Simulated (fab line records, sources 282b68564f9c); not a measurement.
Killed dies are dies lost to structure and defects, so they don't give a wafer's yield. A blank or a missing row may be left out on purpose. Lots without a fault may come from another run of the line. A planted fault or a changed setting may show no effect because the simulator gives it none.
Problem report in the 8D (eight disciplines) form, filled by code | flow rit_cmos | the parts of the form that need people (team, actions taken, sign-off) are left out

1. THE PROBLEM
spin_speed_rpm at RIT_NLDD_COAT_01 reads a mean of 2281.9 rpm on 6 wafers of 2 lots; wafers without a fault read 3250.0 rpm with a standard deviation of 2.2. That is -99 or more standard deviations from the usual mean.
The step: resist thk 1000 nm.
First seen on wafer L855.1, day 5 07:22, on litho_track-04. The record holds 18 wafers of 6 lots with a number at this step. Rule for "out", or "out of limits": more than 4 standard deviations from the usual mean. The other wafers with a number count as sound.

2. WHAT IT IS AND WHAT IT IS NOT
question                    | is                     | is not
which readings at this step | spin_speed_rpm         | -
which lots                  | L855, L857             | L843, L848, L859, L862
which wafers of those lots  | all that have a number | -
read on which tools         | litho_track-04         | litho_track-01, litho_track-03
when                        | from day 5 07:22       | up to then (6 sound wafers); but 6 sound wafers of L859, L862 came after

3. SUSPECTS, AND WHAT RULES EACH OUT
Counting: a tool at a process step up to the reading stays a suspect if it ran every lot that is out and no sound lot after the first of them.
- rie_si-02 at RIT_GATE_ETCH_19 (etches poly-Si in SF6/CHF3/O2, stops on SiO2, time 165 s, target depth 312.5 nm): ruled out as a lasting fault. Sound lots L859, L862 ran on it after its first lot that is out, L855 (day 5 02:11).
- litho_track-04 at RIT_NLDD_COAT_01 (resist thk 1000 nm): kept. It ran every lot that is out, first L855 (day 5 07:22), and no sound lot after that; its last sound lot up to then is L843 (day 2 17:20). Its own readings are out on those wafers: spin_speed_rpm.
Left after counting: litho_track-04 at RIT_NLDD_COAT_01.

4. THE CAUSE (what the simulator had put in)
Process parameter drift: litho_track-04, from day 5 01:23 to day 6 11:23, at RIT_NLDD_COAT_01. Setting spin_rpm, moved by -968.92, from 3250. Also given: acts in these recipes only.
Counting left only this tool.

5. THE CHAIN OF EFFECTS, in route order
Each row: a reading whose mean over the struck wafers that have a number lies more than 3 standard deviations from the usual. Only readings for which the record gives a usual standard deviation are gone through. hours: the time from each lot's start at the first step in this table that gives one to its start at this step, as a median over the lots. sigmas: the change in usual standard deviations.
hours | step             | reading        | usual      | on struck wafers | change | sigmas
0     | RIT_NLDD_COAT_01 | spin_speed_rpm | 3250.0 rpm | 2281.9           | -968.1 | -99 or more
The process steps in it:
- RIT_NLDD_COAT_01: resist thk 1000 nm.
Later measuring or inspecting steps at which every struck wafer that the step has a row for has a number for every such reading, and none has moved that far: RIT_NLDD_OVL_MEAS_06.

6. WHAT WOULD HAVE CAUGHT IT SOONER
In this record the first reading out of limits was taken at day 5 07:22, 6 hours after the fault began at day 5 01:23.
